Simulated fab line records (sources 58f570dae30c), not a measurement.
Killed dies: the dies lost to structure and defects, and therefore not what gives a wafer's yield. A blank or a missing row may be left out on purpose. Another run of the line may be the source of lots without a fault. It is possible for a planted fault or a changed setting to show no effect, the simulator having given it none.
The tool behind it: which one? -- flow berkeley_cmos170 -- at 1 step of a route of 331, 7 lots with 21 wafers sampled

== WHAT EACH GAUGE READ, for each wafer ==
UCB170_V1_CD_MEAS_90 targets a cd of 700 nm.
lot,measured,on,cd_nm (nm)
L820,day 8 20:36,cd_sem-01,699.5 699.8 700.8
L825,day 10 03:41,cd_sem-02,702.1 699.6 699.5
L828,day 10 20:10,cd_sem-02,700.0 701.1 701.0
L833,day 11 20:58,cd_sem-01,697.4 698.2 698.8
L837,day 13 12:51,cd_sem-02,699.2 699.6 699.9
L839,day 13 21:28,cd_sem-02,699.5 697.9 698.8
L840,day 14 02:07,cd_sem-02,700.4 702.2 700.9

== EACH LOT AND THE TOOL THAT RAN IT (in order: tool; ch and the chambers of the sampled wafers; start) ==
The record holds no process step before these readings.

== THE ANSWER, worked out from the rows above alone ==
Rule: what is usual is taken from the lots themselves. The widest of any qualifying gaps counts: lots, ordered by their means at a reading, are off when they make up no more than a third of the lots, leave a main group of 4 or more, and stand apart from it by 3 or more times the standard deviation of that group's means. A main group whose means are all the same, to the digits that the tables above print for the reading, isn't used. A lot without any number at a reading at which 4 lots or more have one is off too. Where the step has rows for the other lots, those lots are counted as sound.
No lot is off at any reading shown: from this, nothing can be told.

== WHAT WAS PUT IN BY THE SIMULATOR ==
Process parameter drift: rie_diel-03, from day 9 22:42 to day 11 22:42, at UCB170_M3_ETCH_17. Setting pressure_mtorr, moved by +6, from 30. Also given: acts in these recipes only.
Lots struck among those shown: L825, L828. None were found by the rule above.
